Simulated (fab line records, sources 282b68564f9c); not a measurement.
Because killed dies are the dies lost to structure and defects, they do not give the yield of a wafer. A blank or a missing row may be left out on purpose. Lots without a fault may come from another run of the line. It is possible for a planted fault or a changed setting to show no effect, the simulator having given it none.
fab line records | flow ritCmos
record lots=5 wafers=15 lastDay=7
route steps=202 shown PLDD@123 SPACER@125 NSD@131 PSD@142 SDANNEAL@153 NLDD@160 SILICIDE@161
lots that met no fault: taken from a fault-free run of the same line
startH: the number of hours between the record's first day and the start of the first shown wafer of the lot | waitH: how many hours have passed since the lot's step before this one | " the same as in the row above | L1.1+2: a single row standing in for several wafers | - no value, or no start given | * or withheld: withheld | < > ~ a bound
route shown NAME@n: names a module that has steps shown in the file, with the first one's number in the route | usual: mean/standard deviation taken from wafers without a fault | same: alike in all rows | chamber/n: place in a boat | sites: each site's reading | _std_site: standard deviation across them | _edge_site: mean of outer sites minus mean of inner sites | radiusMm: how far each site lies from the wafer's centre | mask NAME#n: copy n | behind: tool/chamber where the wafer was last shaped | hold: reason for holding the lot/hours on hold/outcome of the hold | device: the n, p or np transistor that did not switch | end of line: the same wafers' tests at the end of the route | for a step that has no rows: nothing shown but its recipe | killed: dies lost to structure and defects at the first sort, not the wafer's yield | map: dies across one wafer; x = killed, . = not, _ = none there
set.NAME: the setting that was run; set.NAME@STEP: the one run at that earlier step | model.NAME: the simulator's own value behind a step, which no gauge read
lots at some steps of the route; a table a step, a row a wafer
services: from which hour (startH, from the record's first day; less than 0 if before it) a tool's chamber was out of use, for how many hours, and why
## steps
# step RIT_PLDD_STRIP_09
# recipe chemistry=O2 timeS=180 resist=NOVOLAK platenTempC=withheld powerW=500 pressureMtorr=4000 o2FlowSccm=4000
# usual drypumpMotorCurrentA=5.74/0.27
# columns lot.wafer tool chamber startH waitH drypumpMotorCurrentA rfHoursCounterH
L078.2 plasmaAsher-01 1 70.45 0.1 5.52 43
L078.3 " 1 " " 5.53 -
L078.5 " 0 " " 6.23 -
L081.1 plasmaAsher-02 1 80.89 0.1 5.81 45
L081.2 " 0 " " 5.50 45
L081.3 " 1 " " 5.79 -
L087.1 plasmaAsher-04 0 110.29 0.1 5.56 30
L087.2 " 1 " " 5.80 30
L087.4 " 1 " " 5.83 -
L090.1 plasmaAsher-01 1 128.15 0.1 5.53 49
L090.4 " 0 " " 6.23 -
L090.6 " 1 " " 5.50 -
L094.2 plasmaAsher-02 0 149.49 0.1 5.51 52
L094.4 " 1 " " 5.80 -
L094.6 " 1 " " 5.79 -
# step RIT_PLDD_TW_MEAS_10
# usual PLDD_TW=2324/25
# columns lot.wafer tool chamber startH waitH PLDD_TW
L078.2 filmMetro-02 - 70.63 0.1 2300
L078.3 " - " " 2289
L078.5 " - " " 2298
L081.1 filmMetro-02 - 81.06 0.1 2286
L081.2 " - " " 2303
L081.3 " - " " 2296
L087.1 filmMetro-01 - 110.46 0.1 2352
L087.2 " - " " 2336
L087.4 " - " " 2341
L090.1 filmMetro-02 - 128.33 0.1 2314
L090.4 " - " " 2312
L090.6 " - " " 2315
L094.2 filmMetro-04 - 149.68 0.1 2359
L094.4 " - " " 2359
L094.6 " - " " 2360
# step RIT_SPACER_CLEAN_00
# recipe chemistry=SC1 mix=3:3:50 timeS=600 tempC=75
# columns lot.wafer tool chamber startH waitH
L078.2+3+5 wetBench-01 0 70.68 0.0
L081.1+2+3 wetBench-01 1 81.12 0.1
L087.1+2+4 wetBench-03 3 110.52 0.1
L090.1+4+6 wetBench-01 0 128.39 0.1
L094.2+4+6 wetBench-04 3 149.73 0.0
# step RIT_SPACER_CLEAN_01
# recipe chemistry=dHF dilution=50:1 timeS=30
# columns lot.wafer tool chamber startH waitH
L078.2+3+5 wetBench-03 0 70.87 0.0
L081.1+2+3 wetBench-03 1 81.51 0.0
L087.1+2+4 wetBench-04 1 110.70 0.0
L090.1+4+6 wetBench-03 3 128.56 0.0
L094.2+4+6 wetBench-01 1 149.90 0.0
# step RIT_SPACER_CLEAN_02
# recipe chemistry=SC2 mix=3:3:50 timeS=600 tempC=75 dry=n2Spin
# columns lot.wafer tool chamber startH waitH
L078.2+3+5 wetBench-01 2 70.89 0.0
L081.1+2+3 wetBench-01 1 81.52 0.0
L087.1+2+4 wetBench-03 1 110.71 0.0
L090.1+4+6 wetBench-04 3 128.58 0.0
L094.2+4+6 wetBench-03 2 149.92 0.0
# step RIT_SPACER_CVD_03
# recipe material=Si3N4 targetThkNm=250 tempC=810 precursor=SiH2Cl2/NH3 timeS=3300 pressureMtorr=300 sih2cl2FlowSccm=60 nh3FlowSccm=150
# usual spikeTcLoadC=833.8/1.3 susceptorTempC=810.0/0.35
# columns lot.wafer tool chamber startH waitH spikeTcLoadC susceptorTempC
L078.2 lpcvd-01 0 71.08 0.0 831.8 810.6
L078.3 " 0 " " 833.2 810.4
L078.5 " 0 " " 833.0 809.8
L081.1 lpcvd-01 0 81.91 0.0 832.3 810.4
L081.2 " 0 " " 833.5 810.1
L081.3 " 0 " " 832.1 810.6
L087.1 lpcvd-01 0 110.89 0.0 833.6 810.3
L087.2 " 0 " " 832.2 810.2
L087.4 " 0 " " 832.2 810.2
L090.1 lpcvd-01 1 128.76 0.0 834.0 809.8
L090.4 " 1 " " 835.4 809.9
L090.6 " 1 " " 834.1 809.9
L094.2 lpcvd-01 0 150.11 0.0 833.2 809.7
L094.4 " 0 " " 833.1 810.2
L094.6 " 0 " " 833.6 809.4
# step RIT_SPACER_THK_MEAS_04
# recipe reads=Si3N4_of_SPACER_CVD_03
# usual SPACER_NITRIDE_THK=250.2/2.2
# columns lot.wafer tool chamber startH waitH SPACER_NITRIDE_THK[nm]
L078.2 filmMetro-04 - 73.01 0.0 248.7
L078.3 " - " " 247.6
L078.5 " - " " 248.7
L081.1 filmMetro-03 - 83.82 0.0 250.3
L081.2 " - " " 248.7
L081.3 " - " " 250.5
L087.1 filmMetro-03 - 112.81 0.0 248.5
L087.2 " - " " 247.2
L087.4 " - " " 248.2
L090.1 filmMetro-04 - 130.67 0.0 251.7
L090.4 " - " " 248.1
L090.6 " - " " 249.7
L094.2 filmMetro-04 - 152.04 0.0 249.8
L094.4 " - " " 248.2
L094.6 " - " " 249.2
# step RIT_SPACER_ETCHBACK_05
# recipe targetDepthA=2500 SF6_flow_sccm=30 CHF3_flow_sccm=30 target=Si3N4 chemistry=SF6/CHF3 pressureMtorr=40 rfW=257.3 timeS=240 stopOn=SiO2
# usual drypumpMotorCurrentA=5.9/0.45 oesProductAu=0.847/0.015 throttleValvePct=10.25/0.16
# columns lot.wafer tool chamber startH waitH drypumpMotorCurrentA oesProductAu rfHoursCounterH throttleValvePct
L078.2 rieDiel-03 3 73.06 0.0 6.3 0.832 68 10.20
L078.3 " 0 " " 5.6 0.858 8 10.51
L078.5 " 0 " " 5.7 0.856 - 10.50
L081.1 rieDiel-03 1 83.88 0.1 6.3 0.845 115 10.32
L081.2 " 2 " " 5.4 0.843 1 10.39
L081.3 " 0 " " 5.6 0.858 8 10.51
L087.1 rieDiel-03 3 112.87 0.1 6.3 0.824 69 10.20
L087.2 " 2 " " 5.4 0.842 2 10.38
L087.4 " 0 " " 5.6 0.855 9 10.50
L090.1 rieDiel-02 1 130.73 0.1 4.8 0.839 93 10.16
L090.4 " 0 " " 6.3 0.862 37 10.36
L090.6 " 3 " " 6.3 0.825 - 10.40
L094.2 rieDiel-03 1 152.09 0.0 6.3 0.838 117 10.34
L094.4 " 2 " " 5.3 0.845 2 10.39
L094.6 " 2 " " 5.3 0.850 - 10.39
# step RIT_NSD_HMDS_00
# recipe primeTimeS=60 primeTempC=140
# usual primeTempC=140.00/0.14
# same primeTimeS=60
# columns lot.wafer tool chamber startH waitH primeTempC
L078.2 lithoTrack-01 0 73.23 0.1 140.05
L078.3 " 0 " " 140.09
L078.5 " 0 " " 139.94
L081.1 lithoTrack-01 0 84.03 0.1 139.77
L081.2 " 0 " " 139.96
L081.3 " 0 " " 139.91
L087.1 lithoTrack-02 0 113.02 0.1 140.11
L087.2 " 0 " " 140.32
L087.4 " 0 " " 140.06
L090.1 lithoTrack-04 0 130.88 0.1 139.95
L090.4 " 0 " " 139.83
L090.6 " 0 " " 139.81
L094.2 lithoTrack-01 0 152.26 0.1 139.98
L094.4 " 0 " " 139.89
L094.6 " 0 " " 140.04
# step RIT_NSD_COAT_01
# recipe resist=NOVOLAK spinRpm=3250 resistThkNm=1000
# columns lot.wafer tool chamber startH waitH
L078.2+3+5 lithoTrack-01 0 73.38 0.1
L081.1+2+3 lithoTrack-01 0 84.18 0.1
L087.1+2+4 lithoTrack-02 0 113.17 0.1
L090.1+4+6 lithoTrack-04 0 131.03 0.1
L094.2+4+6 lithoTrack-01 0 152.41 0.1
# step RIT_NSD_SOFTBAKE_02
# recipe resist=NOVOLAK tempC=90 timeS=60
# columns lot.wafer tool chamber startH waitH
L078.2+3+5 lithoTrack-01 0 73.53 0.1
L081.1+2+3 lithoTrack-01 0 84.33 0.1
L087.1+2+4 lithoTrack-02 0 113.32 0.1
L090.1+4+6 lithoTrack-04 0 131.18 0.1
L094.2+4+6 lithoTrack-01 0 152.56 0.1
# step RIT_NSD_EXPOSE_03
# recipe maskId=M9 na=0.57 targetCdNm=40700 doseMj=250
# columns lot.wafer tool chamber startH waitH mask
L078.2+3+5 ilineStepper-02 0 73.80 0.2 M9#0
L081.1+2+3 ilineStepper-01 0 84.66 0.3 M9#0
L087.1+2+4 ilineStepper-02 0 113.59 0.2 M9#0
L090.1+4+6 ilineStepper-01 0 131.33 0.1 M9#0
L094.2+4+6 ilineStepper-02 0 152.70 0.1 M9#0
# step RIT_NSD_PEB_04
# recipe resist=NOVOLAK tempC=withheld timeS=withheld
# columns lot.wafer tool chamber startH waitH
L078.2+3+5 lithoTrack-02 0 73.92 0.1
L081.1+2+3 lithoTrack-01 0 84.78 0.1
L087.1+2+4 lithoTrack-01 0 113.71 0.1
L090.1+4+6 lithoTrack-02 0 131.45 0.1
L094.2+4+6 lithoTrack-01 0 152.83 0.1
# step RIT_NSD_DEVELOP_05
# recipe resist=NOVOLAK developTimeS=50 devTempC=23
# columns lot.wafer tool chamber startH waitH
L078.2+3+5 lithoTrack-02 0 - -
L081.1+2+3 lithoTrack-01 0 - -
L087.1+2+4 lithoTrack-01 0 - -
L090.1+4+6 lithoTrack-02 0 - -
L094.2+4+6 lithoTrack-01 0 - -
# step RIT_NSD_OVL_MEAS_06
# usual NSD_OVL=-0.6/1.5
# columns lot.wafer tool chamber startH waitH NSD_OVL[nm]
L078.2 overlay-02 - 74.19 - -1.8
L078.3 " - " " -2.0
L078.5 " - " " -1.2
L081.1 overlay-02 - 85.06 - -2.2
L081.2 " - " " -0.7
L081.3 " - " " -1.0
L087.1 overlay-02 - 113.99 - -2.7
L087.2 " - " " -4.0
L087.4 " - " " -1.0
L090.1 overlay-02 - 131.73 - 0.9
L090.4 " - " " -1.0
L090.6 " - " " -0.6
L094.2 overlay-02 - 153.09 - -1.0
L094.4 " - " " 1.1
L094.6 " - " " -0.5
# step RIT_NSD_HARDBAKE_07
# recipe resist=NOVOLAK tempC=140 timeS=60
# columns lot.wafer tool chamber startH waitH
L078.2+3+5 lithoTrack-02 0 74.24 0.0
L081.1+2+3 lithoTrack-01 0 85.10 0.0
L087.1+2+4 lithoTrack-04 0 114.03 0.0
L090.1+4+6 lithoTrack-02 0 131.77 0.0
L094.2+4+6 lithoTrack-02 0 153.15 0.0
# step RIT_NSD_IMPLANT_08
# recipe species=P energyKev=25 doseCm2=1e+15 tiltDeg=7
# usual doseIonsCm2=9.996e+14/1e+12
# columns lot.wafer tool chamber startH waitH doseIonsCm2
L078.2 implanter-02 0 74.39 0.1 1e+15
L078.3 " 0 " " 9.997e+14
L078.5 " 0 " " 9.991e+14
L081.1 implanter-04 0 85.25 0.1 1.0008e+15
L081.2 " 0 " " 9.991e+14
L081.3 " 0 " " 1.0002e+15
L087.1 implanter-04 0 114.18 0.1 1.0017e+15
L087.2 " 0 " " 1.0025e+15
L087.4 " 0 " " 1.0012e+15
L090.1 implanter-02 0 131.92 0.1 9.987e+14
L090.4 " 0 " " 9.993e+14
L090.6 " 0 " " 9.989e+14
L094.2 implanter-02 0 153.30 0.1 1.0023e+15
L094.4 " 0 " " 1.0001e+15
L094.6 " 0 " " 9.991e+14
# step RIT_NSD_STRIP_09
# recipe chemistry=O2 timeS=180 resist=NOVOLAK platenTempC=withheld powerW=500 pressureMtorr=4000 o2FlowSccm=4000
# usual drypumpMotorCurrentA=5.7/0.32
# columns lot.wafer tool chamber startH waitH drypumpMotorCurrentA rfHoursCounterH
L078.2 plasmaAsher-01 1 74.52 0.1 5.5 43
L078.3 " 1 " " 5.5 -
L078.5 " 0 " " 6.2 -
L081.1 plasmaAsher-04 0 85.40 0.1 5.6 27
L081.2 " 1 " " 5.8 27
L081.3 " 0 " " 5.5 -
L087.1 plasmaAsher-04 1 114.33 0.1 5.8 31
L087.2 " 0 " " 5.5 31
L087.4 " 0 " " 5.5 -
L090.1 plasmaAsher-04 0 132.07 0.1 5.5 33
L090.4 " 0 " " 5.5 -
L090.6 " 0 " " 5.6 -
L094.2 plasmaAsher-01 1 153.42 0.1 5.5 52
L094.4 " 1 " " 5.5 -
L094.6 " 1 " " 5.5 -
# step RIT_NSD_TW_MEAS_10
# usual NSD_TW=3114/35
# columns lot.wafer tool chamber startH waitH NSD_TW
L078.2 filmMetro-02 - 74.70 0.1 3059
L078.3 " - " " 3074
L078.5 " - " " 3069
L081.1 filmMetro-04 - 85.58 0.1 3126
L081.2 " - " " 3133
L081.3 " - " " 3125
L087.1 filmMetro-01 - 114.50 0.1 3128
L087.2 " - " " 3129
L087.4 " - " " 3104
L090.1 filmMetro-04 - 132.24 0.1 3173
L090.4 " - " " 3173
L090.6 " - " " 3147
L094.2 filmMetro-02 - 153.61 0.1 3092
L094.4 " - " " 3079
L094.6 " - " " 3092
# step RIT_PSD_HMDS_00
# recipe primeTimeS=60 primeTempC=140
# usual primeTempC=139.95/0.14
# same primeTimeS=60
# columns lot.wafer tool chamber startH waitH primeTempC
L078.2 lithoTrack-04 0 74.78 0.1 139.71
L078.3 " 0 " " 140.03
L078.5 " 0 " " 140.01
L081.1 lithoTrack-02 0 85.95 0.4 139.69
L081.2 " 0 " " 139.69
L081.3 " 0 " " 139.62
L087.1 lithoTrack-03 0 114.56 0.1 139.78
L087.2 " 0 " " 139.86
L087.4 " 0 " " 139.90
L090.1 lithoTrack-04 0 132.30 0.1 140.28
L090.4 " 0 " " 139.91
L090.6 " 0 " " 140.22
L094.2 lithoTrack-03 0 153.68 0.1 139.95
L094.4 " 0 " " 140.09
L094.6 " 0 " " 140.07
# step RIT_PSD_COAT_01
# recipe resist=NOVOLAK spinRpm=3250 resistThkNm=1000
# columns lot.wafer tool chamber startH waitH
L078.2+3+5 lithoTrack-04 0 74.93 0.1
L081.1+2+3 lithoTrack-02 0 86.10 0.1
L087.1+2+4 lithoTrack-03 0 114.71 0.1
L090.1+4+6 lithoTrack-04 0 132.45 0.1
L094.2+4+6 lithoTrack-03 0 153.83 0.1
# step RIT_PSD_SOFTBAKE_02
# recipe resist=NOVOLAK tempC=90 timeS=60
# columns lot.wafer tool chamber startH waitH
L078.2+3+5 lithoTrack-04 0 75.08 0.1
L081.1+2+3 lithoTrack-02 0 86.25 0.1
L087.1+2+4 lithoTrack-03 0 114.86 0.1
L090.1+4+6 lithoTrack-04 0 132.60 0.1
L094.2+4+6 lithoTrack-03 0 153.98 0.1
# step RIT_PSD_EXPOSE_03
# recipe maskId=M10 na=0.57 targetCdNm=40900 doseMj=250
# columns lot.wafer tool chamber startH waitH mask
L078.2+3+5 ilineStepper-02 0 75.22 0.1 M10#0
L081.1+2+3 ilineStepper-01 0 86.40 0.1 M10#0
L087.1+2+4 ilineStepper-01 0 115.14 0.2 M10#0
L090.1+4+6 ilineStepper-02 0 132.75 0.1 M10#0
L094.2+4+6 ilineStepper-02 0 154.13 0.1 M10#0
# step RIT_PSD_PEB_04
# recipe resist=NOVOLAK tempC=withheld timeS=withheld
# columns lot.wafer tool chamber startH waitH
L078.2+3+5 lithoTrack-04 0 75.34 0.1
L081.1+2+3 lithoTrack-03 0 86.75 0.3
L087.1+2+4 lithoTrack-03 0 115.26 0.1
L090.1+4+6 lithoTrack-03 0 132.87 0.1
L094.2+4+6 lithoTrack-02 0 154.25 0.1
# step RIT_PSD_DEVELOP_05
# recipe resist=NOVOLAK developTimeS=50 devTempC=23
# columns lot.wafer tool chamber startH waitH
L078.2+3+5 lithoTrack-04 0 - -
L081.1+2+3 lithoTrack-03 0 - -
L087.1+2+4 lithoTrack-03 0 - -
L090.1+4+6 lithoTrack-03 0 - -
L094.2+4+6 lithoTrack-02 0 - -
# step RIT_PSD_OVL_MEAS_06
# usual PSD_OVL=-0.7/1.2
# columns lot.wafer tool chamber startH waitH PSD_OVL[nm]
L078.2 overlay-02 - 75.61 - 1.2
L078.3 " - " " 2.5
L078.5 " - " " -1.6
L081.1 overlay-02 - 87.03 - 0.2
L081.2 " - " " 1.3
L081.3 " - " " 0.8
L087.1 overlay-01 - 115.54 - -2.0
L087.2 " - " " -1.9
L087.4 " - " " -2.0
L090.1 overlay-02 - 133.15 - -0.2
L090.4 " - " " 1.3
L090.6 " - " " 1.1
L094.2 overlay-01 - 154.51 - -1.2
L094.4 " - " " -0.5
L094.6 " - " " -0.6
# step RIT_PSD_HARDBAKE_07
# recipe resist=NOVOLAK tempC=140 timeS=60
# columns lot.wafer tool chamber startH waitH
L078.2+3+5 lithoTrack-04 0 75.66 0.0
L081.1+2+3 lithoTrack-03 0 87.07 0.0
L087.1+2+4 lithoTrack-04 0 115.57 0.0
L090.1+4+6 lithoTrack-03 0 133.19 0.0
L094.2+4+6 lithoTrack-02 0 154.57 0.0
# step RIT_PSD_IMPLANT_08
# recipe species=BF2 energyKev=27 doseCm2=5.117e+15 tiltDeg=7
# usual doseIonsCm2=5.116e+15/5.6e+12
# columns lot.wafer tool chamber startH waitH doseIonsCm2
L078.2 implanter-01 0 75.81 0.1 5.109e+15
L078.3 " 0 " " 5.11e+15
L078.5 " 0 " " 5.109e+15
L081.1 implanter-04 0 87.22 0.1 5.112e+15
L081.2 " 0 " " 5.121e+15
L081.3 " 0 " " 5.118e+15
L087.1 implanter-02 0 115.72 0.1 5.116e+15
L087.2 " 0 " " 5.106e+15
L087.4 " 0 " " 5.111e+15
L090.1 implanter-02 0 133.34 0.1 5.118e+15
L090.4 " 0 " " 5.117e+15
L090.6 " 0 " " 5.114e+15
L094.2 implanter-04 0 154.72 0.1 5.112e+15
L094.4 " 0 " " 5.112e+15
L094.6 " 0 " " 5.116e+15
# step RIT_PSD_STRIP_09
# recipe chemistry=O2 timeS=180 resist=NOVOLAK platenTempC=withheld powerW=500 pressureMtorr=4000 o2FlowSccm=4000
# usual drypumpMotorCurrentA=5.59/0.28
# columns lot.wafer tool chamber startH waitH drypumpMotorCurrentA rfHoursCounterH
L078.2 plasmaAsher-03 1 75.94 0.1 5.15 42
L078.3 " 1 " " 5.15 -
L078.5 " 0 " " 5.54 -
L081.1 plasmaAsher-02 1 87.37 0.1 5.80 45
L081.2 " 0 " " 5.49 45
L081.3 " 0 " " 5.49 -
L087.1 plasmaAsher-02 0 115.87 0.1 5.51 49
L087.2 " 1 " " 5.80 49
L087.4 " 1 " " 5.80 -
L090.1 plasmaAsher-02 1 133.49 0.1 5.82 51
L090.4 " 0 " " 5.49 -
L090.6 " 0 " " 5.50 -
L094.2 plasmaAsher-03 1 154.84 0.1 5.16 3
L094.4 " 1 " " 5.15 -
L094.6 " 0 " " 5.53 -
# step RIT_PSD_TW_MEAS_10
# usual PSD_TW=3430/41
# columns lot.wafer tool chamber startH waitH PSD_TW
L078.2 filmMetro-04 - 76.12 0.1 3452
L078.3 " - " " 3449
L078.5 " - " " 3435
L081.1 filmMetro-04 - 87.54 0.1 3469
L081.2 " - " " 3461
L081.3 " - " " 3460
L087.1 filmMetro-01 - 116.05 0.1 3438
L087.2 " - " " 3429
L087.4 " - " " 3435
L090.1 filmMetro-01 - 133.66 0.1 3460
L090.4 " - " " 3466
L090.6 " - " " 3437
L094.2 filmMetro-02 - 155.03 0.1 3379
L094.4 " - " " 3405
L094.6 " - " " 3381
# step RIT_SDANNEAL_CLEAN_00
# recipe chemistry=SC1 mix=3:3:50 timeS=600 tempC=75
# columns lot.wafer tool chamber startH waitH
L078.2+3+5 wetBench-01 0 76.17 0.0
L081.1+2+3 wetBench-02 3 87.60 0.1
L087.1+2+4 wetBench-01 0 116.11 0.1
L090.1+4+6 wetBench-01 2 133.72 0.1
L094.2+4+6 wetBench-04 0 155.08 0.0
# step RIT_SDANNEAL_CLEAN_01
# recipe chemistry=dHF dilution=50:1 timeS=30
# columns lot.wafer tool chamber startH waitH
L078.2+3+5 wetBench-04 2 76.35 0.0
L081.1+2+3 wetBench-02 3 87.79 0.0
L087.1+2+4 wetBench-02 2 116.46 0.0
L090.1+4+6 wetBench-02 1 133.91 0.0
L094.2+4+6 wetBench-02 1 155.27 0.0
# step RIT_SDANNEAL_CLEAN_02
# recipe chemistry=SC2 mix=3:3:50 timeS=600 tempC=75 dry=n2Spin
# columns lot.wafer tool chamber startH waitH
L078.2+3+5 wetBench-02 0 76.37 0.0
L081.1+2+3 wetBench-02 1 87.81 0.0
L087.1+2+4 wetBench-01 1 116.48 0.0
L090.1+4+6 wetBench-01 1 133.95 0.0
L094.2+4+6 wetBench-04 3 155.28 0.0
# step RIT_SDANNEAL_RTA_03
# recipe tempC=1050 timeS=5 idleTempC=600 rampUpCPerS=342 rampDownCPerS=171 coolToC=600 ambient=N2
# usual wafer_temp_C_max=1053.5/1.2
# columns lot.wafer tool chamber startH waitH wafer_temp_C_max
L078.2 rtpAnneal-01 0 76.55 0.0 1054.8
L078.3 " 0 " " 1053.9
L078.5 " 0 " " 1051.3
L081.1 rtpAnneal-02 0 88.00 0.0 1052.8
L081.2 " 0 " " 1052.5
L081.3 " 0 " " 1052.2
L087.1 rtpAnneal-02 0 116.83 0.0 1052.6
L087.2 " 0 " " 1051.0
L087.4 " 0 " " 1053.9
L090.1 rtpAnneal-01 0 134.14 0.0 1053.2
L090.4 " 0 " " 1052.6
L090.6 " 0 " " 1054.9
L094.2 rtpAnneal-01 0 155.49 0.0 1052.4
L094.4 " 0 " " 1051.2
L094.6 " 0 " " 1052.1
# step RIT_SDANNEAL_RS_MEAS_04
# recipe thkMeasGauge=four-point-probe
# usual PSD_RS=115.58/0.29
# columns lot.wafer tool chamber startH waitH PSD_RS[ohm/sq]
L078.2 filmMetro-02 - 76.62 0.1 115.54
L078.3 " - " " 116.07
L078.5 " - " " 115.84
L081.1 filmMetro-02 - 88.06 0.0 114.98
L081.2 " - " " 115.29
L081.3 " - " " 115.41
L087.1 filmMetro-01 - 116.88 0.0 116.43
L087.2 " - " " 116.21
L087.4 " - " " 116.10
L090.1 filmMetro-02 - 134.20 0.0 115.60
L090.4 " - " " 115.41
L090.6 " - " " 115.89
L094.2 filmMetro-04 - 155.55 0.1 115.89
L094.4 " - " " 115.67
L094.6 " - " " 115.69
# step RIT_SDANNEAL_RS_MEAS_05
# recipe thkMeasGauge=four-point-probe
# usual NSD_RS=84.6/0.3
# columns lot.wafer tool chamber startH waitH NSD_RS[ohm/sq]
L078.2 filmMetro-02 - 76.74 0.1 84.6
L078.3 " - " " 84.8
L078.5 " - " " 84.8
L081.1 filmMetro-02 - 88.18 0.1 84.6
L081.2 " - " " 84.8
L081.3 " - " " 84.8
L087.1 filmMetro-01 - 117.00 0.1 85.2
L087.2 " - " " 84.9
L087.4 " - " " 84.8
L090.1 filmMetro-02 - 134.32 0.1 84.9
L090.4 " - " " 84.3
L090.6 " - " " 84.8
L094.2 filmMetro-04 - 155.67 0.1 84.7
L094.4 " - " " 84.7
L094.6 " - " " 84.6
# step RIT_SDANNEAL_RS_MEAS_06
# recipe thkMeasGauge=four-point-probe
# usual PLDD_RS=179.5/0.55
# columns lot.wafer tool chamber startH waitH PLDD_RS[ohm/sq]
L078.2 filmMetro-02 - 76.86 0.1 180.2
L078.3 " - " " 180.0
L078.5 " - " " 180.4
L081.1 filmMetro-02 - 88.30 0.1 178.9
L081.2 " - " " 179.1
L081.3 " - " " 178.9
L087.1 filmMetro-01 - 117.12 0.1 180.1
L087.2 " - " " 180.1
L087.4 " - " " 179.9
L090.1 filmMetro-02 - 134.44 0.1 180.1
L090.4 " - " " 180.2
L090.6 " - " " 179.8
L094.2 filmMetro-04 - 155.79 0.1 180.8
L094.4 " - " " 180.5
L094.6 " - " " 180.3
# step RIT_SDANNEAL_RS_MEAS_07
# recipe thkMeasGauge=four-point-probe
# usual NLDD_RS=151.8/0.62
# columns lot.wafer tool chamber startH waitH NLDD_RS[ohm/sq]
L078.2 filmMetro-02 - 76.98 0.1 151.1
L078.3 " - " " 151.1
L078.5 " - " " 152.4
L081.1 filmMetro-02 - 88.42 0.1 152.3
L081.2 " - " " 152.0
L081.3 " - " " 152.2
L087.1 filmMetro-01 - 117.24 0.1 151.1
L087.2 " - " " 150.3
L087.4 " - " " 150.8
L090.1 filmMetro-02 - 134.56 0.1 152.6
L090.4 " - " " 151.9
L090.6 " - " " 151.5
L094.2 filmMetro-04 - 155.91 0.1 151.7
L094.4 " - " " 152.1
L094.6 " - " " 152.1
# step RIT_SILICIDE_WET_ETCH_00
# recipe chemistry=BOE target=SiO2 targetDepthNm=14 timeS=15 dry=n2Spin dilution=10:1 tempC=21.5
# columns lot.wafer tool chamber startH waitH
L078.2+3+5 wetBench-03 0 77.08 0.1
L081.1+2+3 wetBench-02 2 88.54 0.1
L087.1+2+4 wetBench-01 0 117.36 0.1
L090.1+4+6 wetBench-02 1 134.68 0.1
L094.2+4+6 wetBench-02 1 156.01 0.1
# step RIT_SILICIDE_SPUTTER_01
# recipe material=Ti targetThkNm=30 powerW=350 chamberPressurePa=0.6952 gas=Ar timeS=240 substrateTempC=25
# usual substrateTempC=24.99/0.11 throttleValvePct=30.2/1.3
# columns lot.wafer tool chamber startH waitH substrateTempC throttleValvePct
L078.2 pvdSputter-01 - 77.09 0.0 25.13 32.6
L078.3 " - " " 24.93 31.4
L078.5 " - " " 24.76 28.2
L081.1 pvdSputter-02 - 88.56 0.0 25.04 32.6
L081.2 " - " " 24.98 30.8
L081.3 " - " " 24.99 30.4
L087.1 pvdSputter-03 - 117.39 0.0 25.09 29.9
L087.2 " - " " 24.99 30.3
L087.4 " - " " 24.94 28.8
L090.1 pvdSputter-01 - 134.71 0.0 24.76 28.2
L090.4 " - " " 25.08 31.0
L090.6 " - " " 25.17 32.7
L094.2 pvdSputter-02 - 156.03 0.0 24.87 32.4
L094.4 " - " " 25.01 29.9
L094.6 " - " " 24.85 30.4
# step RIT_SILICIDE_RS_MEAS_02
# recipe thkMeasGauge=four-point-probe reads=Ti_of_SILICIDE_SPUTTER_01
# usual SILICIDE_TI_RS=52.4/0.86
# columns lot.wafer tool chamber startH waitH SILICIDE_TI_RS[ohm/sq]
L078.2 filmMetro-03 - 77.26 0.1 52.6
L078.3 " - " " 52.8
L078.5 " - " " 53.9
L081.1 filmMetro-03 - 88.71 0.1 52.1
L081.2 " - " " 52.0
L081.3 " - " " 50.9
L087.1 filmMetro-03 - 117.54 0.1 52.7
L087.2 " - " " 51.9
L087.4 " - " " 52.7
L090.1 filmMetro-03 - 134.86 0.1 52.8
L090.4 " - " " 52.0
L090.6 " - " " 51.3
L094.2 filmMetro-01 - 156.21 0.1 53.0
L094.4 " - " " 52.5
L094.6 " - " " 52.9
# step RIT_SILICIDE_THK_MEAS_03
# recipe thkMeasGauge=xrf reads=Ti_of_SILICIDE_SPUTTER_01
# usual SILICIDE_TI_THK=29.8/0.4
# columns lot.wafer tool chamber startH waitH SILICIDE_TI_THK[nm]
L078.2 filmMetro-03 - 77.37 0.1 29.7
L078.3 " - " " 29.7
L078.5 " - " " 29.2
L081.1 filmMetro-03 - 88.83 0.1 29.9
L081.2 " - " " 30.2
L081.3 " - " " 30.5
L087.1 filmMetro-03 - 117.66 0.1 29.7
L087.2 " - " " 29.9
L087.4 " - " " 29.6
L090.1 filmMetro-03 - 134.98 0.1 29.5
L090.4 " - " " 29.8
L090.6 " - " " 30.2
L094.2 filmMetro-01 - 156.32 0.1 29.5
L094.4 " - " " 29.9
L094.6 " - " " 29.7
# step RIT_SILICIDE_RTA_04
# recipe tempC=650 timeS=10 idleTempC=25 rampUpS=5 rampDownS=5 coolToC=25 ambient=N2
# usual wafer_temp_C_max=654.1/1.1
# columns lot.wafer tool chamber startH waitH wafer_temp_C_max
L078.2 rtpAnneal-02 0 77.43 0.1 654.9
L078.3 " 0 " " 655.4
L078.5 " 0 " " 653.9
L081.1 rtpAnneal-01 0 88.89 0.1 653.4
L081.2 " 0 " " 653.0
L081.3 " 0 " " 653.6
L087.1 rtpAnneal-01 0 117.72 0.1 653.1
L087.2 " 0 " " 653.2
L087.4 " 0 " " 653.3
L090.1 rtpAnneal-02 0 135.04 0.1 654.4
L090.4 " 0 " " 655.0
L090.6 " 0 " " 654.7
L094.2 rtpAnneal-02 0 156.39 0.1 654.3
L094.4 " 0 " " 653.8
L094.6 " 0 " " 655.1
## services
# columns tool chamber startH hours kind
pvdSputter-02 - 47.48 33.7 repair
ilineStepper-02 - 52.71 1.7 pm
ilineStepper-02 0 55.42 - calibration
pvdSputter-03 - 55.94 2.4 repair
plasmaAsher-04 - 66.03 15.6 pm
rieDiel-03 3 78.41 6.2 repair
pvdSputter-01 - 78.45 3.6 repair
pvdSputter-01 - 85.88 3.1 repair
implanter-01 - 89.01 4.1 pm
rieDiel-02 - 92.45 0.9 repair
ilineStepper-01 - 96.02 1.7 pm
implanter-02 - 97.54 2.6 repair
ilineStepper-01 0 105.76 - calibration
plasmaAsher-03 - 108.75 9.0 pm
plasmaAsher-03 0 108.75 9.0 ventCycle
plasmaAsher-03 1 108.75 9.0 ventCycle
plasmaAsher-03 0 117.75 - clean
plasmaAsher-03 1 117.75 - clean
plasmaAsher-02 - 128.20 0.5 repair
pvdSputter-03 - 131.63 5.5 repair
pvdSputter-02 - 133.18 21.3 repair
plasmaAsher-03 - 138.30 0.8 repair
plasmaAsher-03 - 142.61 4.9 repair
plasmaAsher-02 - 154.47 3.4 repair
## key
fault none
